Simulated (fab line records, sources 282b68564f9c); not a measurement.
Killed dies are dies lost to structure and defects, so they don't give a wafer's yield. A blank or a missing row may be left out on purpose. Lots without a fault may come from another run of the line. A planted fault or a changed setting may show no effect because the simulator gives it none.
Problem report in the 8D (eight disciplines) form, filled by code | flow rit_cmos | the parts of the form that need people (team, actions taken, sign-off) are left out

1. THE PROBLEM
NLDD_TW at RIT_NLDD_TW_MEAS_10 reads a mean of 2342 on 6 wafers of 2 lots; wafers without a fault read 2488 with a standard deviation of 20. That is -7.3 standard deviations from the usual mean.
First seen on wafer L114.1, day 5 14:43, on film_metro-04. The record holds 42 wafers of 14 lots with a number at this step. Rule for "out", or "out of limits": more than 4 standard deviations from the usual mean. The other wafers with a number count as sound.

2. WHAT IT IS AND WHAT IT IS NOT
question                    | is                           | is not
which readings at this step | NLDD_TW                      | -
which lots                  | L114, L115                   | L102, L103, L104, L106, L107, L110, L111, L112, L121, L122, L123, L124
which wafers of those lots  | all that have a number       | -
read on which gauges        | film_metro-02, film_metro-04 | film_metro-01
when                        | from day 5 14:43             | up to then (24 sound wafers); but 12 sound wafers of L121, L122, L123, L124 came after

3. SUSPECTS, AND WHAT RULES EACH OUT
Counting: a tool at a process step up to the reading stays a suspect if it ran every lot that is out and no sound lot after the first of them.
- the gauge at RIT_NLDD_TW_MEAS_10: ruled out. The wafers that are out were read on 2 gauges (film_metro-02, film_metro-04).
- implanter-03 at RIT_NLDD_IMPLANT_08: kept. It ran every lot that is out, first L114 (day 5 14:24), and no sound lot after that; its last sound lot up to then is L112 (day 5 10:44).
Left after counting: implanter-03 at RIT_NLDD_IMPLANT_08.

4. THE CAUSE (what the simulator had put in)
Process parameter drift: implanter-03, from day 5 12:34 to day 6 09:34, at RIT_NLDD_IMPLANT_08. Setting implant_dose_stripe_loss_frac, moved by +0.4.
Counting left only this tool.

5. THE CHAIN OF EFFECTS, in route order
Each row: a reading whose mean over the struck wafers that have a number lies more than 3 standard deviations from the usual. Only readings for which the record gives a usual standard deviation are gone through. hours: the time from each lot's start at the first step in this table that gives one to its start at this step, as a median over the lots. sigmas: the change in usual standard deviations.
hours | step                    | reading | usual        | on struck wafers | change | sigmas
0     | RIT_NLDD_TW_MEAS_10     | NLDD_TW | 2488         | 2342             | -146   | -7.3
8     | RIT_SDANNEAL_RS_MEAS_07 | NLDD_RS | 150.8 ohm/sq | 184.4            | +33.6  | +70

6. WHAT WOULD HAVE CAUGHT IT SOONER
In this record the first reading out of limits at a measuring or inspecting step was taken at day 5 14:43, 2 hours after the fault began at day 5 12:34.
Of the tool readings at RIT_NLDD_IMPLANT_08 for which the record gives a usual standard deviation, none was out on any struck wafer, so an alarm limit of 4 standard deviations on them would not have fired.
Of the lots that are out (2), L115 began RIT_NLDD_IMPLANT_08 on implanter-03 after day 5 14:43. A hold on the tool at that time would have spared it.
